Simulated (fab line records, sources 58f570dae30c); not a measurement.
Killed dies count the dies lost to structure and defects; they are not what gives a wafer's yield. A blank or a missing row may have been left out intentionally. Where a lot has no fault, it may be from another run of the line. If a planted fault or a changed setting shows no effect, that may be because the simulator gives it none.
Tool commonality check	flow berkeley-cmos170	14 lots, 48 wafers sampled

WHY IT WAS OPENED
At UCB170_NLDD_TW_MEAS_11 the reading NLDD_TW is flagged on 2 of 14 lots. Fault-free wafers read 2208, with a standard deviation of 17.
Rule: flag the lot when none of its wafers has a number, or when each of its wafers that has one lies beyond 4 standard deviations from that mean. All remaining lots are regarded as sound.

lot	measured	on	NLDD_TW, wafer by wafer	flag
L841	day 6 09:46	film-metro-03	2218 2222 2220	
L840	day 6 10:13	film-metro-02	2192 2197 2201	
L842	day 6 10:46	film-metro-03	2220 2216 2219	
L843	day 6 23:50	film-metro-02	2192 2198 2182	
L844	day 7 00:13	film-metro-03	2215 2212 2217	
L847	day 8 02:41	film-metro-02	2188 2178 2181	
L849	day 8 03:00	film-metro-04	2214 2215 2228	
L854	day 9 05:08	film-metro-04	2233 2227 2222	
L857	day 9 08:04	film-metro-03	30 30 30 30 30 30	FLAGGED
L856	day 9 08:21	film-metro-04	30 30 30 30 30 30	FLAGGED
L855	day 9 08:37	film-metro-03	2217 2224 2207	
L863	day 10 18:34	film-metro-02	2174 2170 2187	
L861	day 10 19:07	film-metro-04	2216 2207 2216	
L862	day 10 19:16	film-metro-04	2214 2217 2220	
On average the flagged lots read 30, which is -2178 against the usual, or -99 or more standard deviations.

WHICH TOOL RAN EACH LOT
3 process steps preceding the reading are held in the record, out of 331 steps in the route. Each cell gives the tool, then ch followed by the chambers the sampled wafers passed through, then the start.
lot	flag	UCB170_ZERO_STRIP_07	UCB170_PLDD_STRIP_10	UCB170_NLDD_STRIP_10
L841		plasma-asher-02 ch 0,1, day 1 22:34	plasma-asher-01 ch 0,1, day 6 07:44	plasma-asher-03 ch 1, day 6 09:39
L840		plasma-asher-04 ch 0,1, day 1 17:01	plasma-asher-04 ch 0,1, day 6 08:00	plasma-asher-01 ch 0,1, day 6 10:06
L842		plasma-asher-04 ch 0,1, day 2 07:14	plasma-asher-02 ch 0,1, day 6 08:23	plasma-asher-01 ch 0,1, day 6 10:41
L843		plasma-asher-02 ch 0,1, day 2 09:07	plasma-asher-04 ch 0,1, day 6 21:46	plasma-asher-04 ch 0,1, day 6 23:44
L844		plasma-asher-04 ch 0,1, day 2 15:09	plasma-asher-02 ch 0,1, day 6 22:10	plasma-asher-04 ch 0,1, day 7 00:06
L847		plasma-asher-04 ch 0,1, day 3 07:34	plasma-asher-01 ch 0,1, day 8 00:25	plasma-asher-03 ch 0,1, day 8 02:35
L849		plasma-asher-04 ch 0,1, day 3 16:13	plasma-asher-04 ch 0, day 8 00:32	plasma-asher-04 ch 0, day 8 02:53
L854		plasma-asher-04 ch 0,1, day 4 19:14	plasma-asher-02 ch 0,1, day 9 00:53	plasma-asher-04 ch 0,1, day 9 05:02
L857	FLAGGED	plasma-asher-01 ch 0,1, day 5 08:56	plasma-asher-01 ch 0,1, day 9 05:31	plasma-asher-04 ch 0,1, day 9 07:58
L856	FLAGGED	plasma-asher-04 ch 0,1, day 5 02:20	plasma-asher-01 ch 0,1, day 9 05:52	plasma-asher-03 ch 0,1, day 9 08:14
L855		plasma-asher-04 ch 0,1, day 4 21:31	plasma-asher-02 ch 0,1, day 9 06:07	plasma-asher-04 ch 0,1, day 9 08:31
L863		plasma-asher-04 ch 0,1, day 6 16:18	plasma-asher-04 ch 0, day 10 16:04	plasma-asher-01 ch 0,1, day 10 18:28
L861		plasma-asher-04 ch 0,1, day 6 05:07	plasma-asher-01 ch 0, day 10 16:14	plasma-asher-03 ch 0, day 10 19:01
L862		plasma-asher-01 ch 1, day 6 09:47	plasma-asher-02 ch 0,1, day 10 16:31	plasma-asher-04 ch 0,1, day 10 19:09
These steps, and what they do:
- UCB170_ZERO_STRIP_07: strips in O2.
- UCB170_PLDD_STRIP_10: strips in O2.
- UCB170_NLDD_STRIP_10: strips in O2.
- UCB170_NLDD_TW_MEAS_11

FLAGGED AGAINST TOTAL, ONE TOOL AT A TIME (gauges that did the reading follow at the end)
step	tool	lots run	flagged	share of the flagged lots	sound lots run after its first flagged lot
UCB170_ZERO_STRIP_07	plasma-asher-01	2	1	some	1 (L862)
UCB170_ZERO_STRIP_07	plasma-asher-02	2	0	none	-
UCB170_ZERO_STRIP_07	plasma-asher-04	10	1	some	2 (L861,L863)
UCB170_PLDD_STRIP_10	plasma-asher-01	5	2	all	1 (L861)
UCB170_PLDD_STRIP_10	plasma-asher-02	5	0	none	-
UCB170_PLDD_STRIP_10	plasma-asher-04	4	0	none	-
UCB170_NLDD_STRIP_10	plasma-asher-01	3	0	none	-
UCB170_NLDD_STRIP_10	plasma-asher-03	4	1	some	1 (L861)
UCB170_NLDD_STRIP_10	plasma-asher-04	7	1	some	2 (L855,L862)
UCB170_NLDD_TW_MEAS_11	film-metro-02	4	0	none	-
UCB170_NLDD_TW_MEAS_11	film-metro-03	5	1	some	1 (L855)
UCB170_NLDD_TW_MEAS_11	film-metro-04	5	1	some	2 (L861,L862)

WHAT THE TABLE PERMITS
Rows of the table that ran each flagged lot: 1, that is plasma-asher-01 at UCB170_PLDD_STRIP_10.
- plasma-asher-01 at UCB170_PLDD_STRIP_10: 2 of its 5 lots flagged. Sound lots followed the first flagged one (L861) on it, something a lasting fault affecting the whole tool could not allow. On the flagged lots its readings are blank where sound lots have values: chamber-pressure-mTorr, drypump-motor-current-A, oes-product-au, strip-time-to-endpoint-s.
None of the table's rows ran every flagged lot and, after the first, no sound lot.

WHAT THE SIMULATOR HAD PUT IN
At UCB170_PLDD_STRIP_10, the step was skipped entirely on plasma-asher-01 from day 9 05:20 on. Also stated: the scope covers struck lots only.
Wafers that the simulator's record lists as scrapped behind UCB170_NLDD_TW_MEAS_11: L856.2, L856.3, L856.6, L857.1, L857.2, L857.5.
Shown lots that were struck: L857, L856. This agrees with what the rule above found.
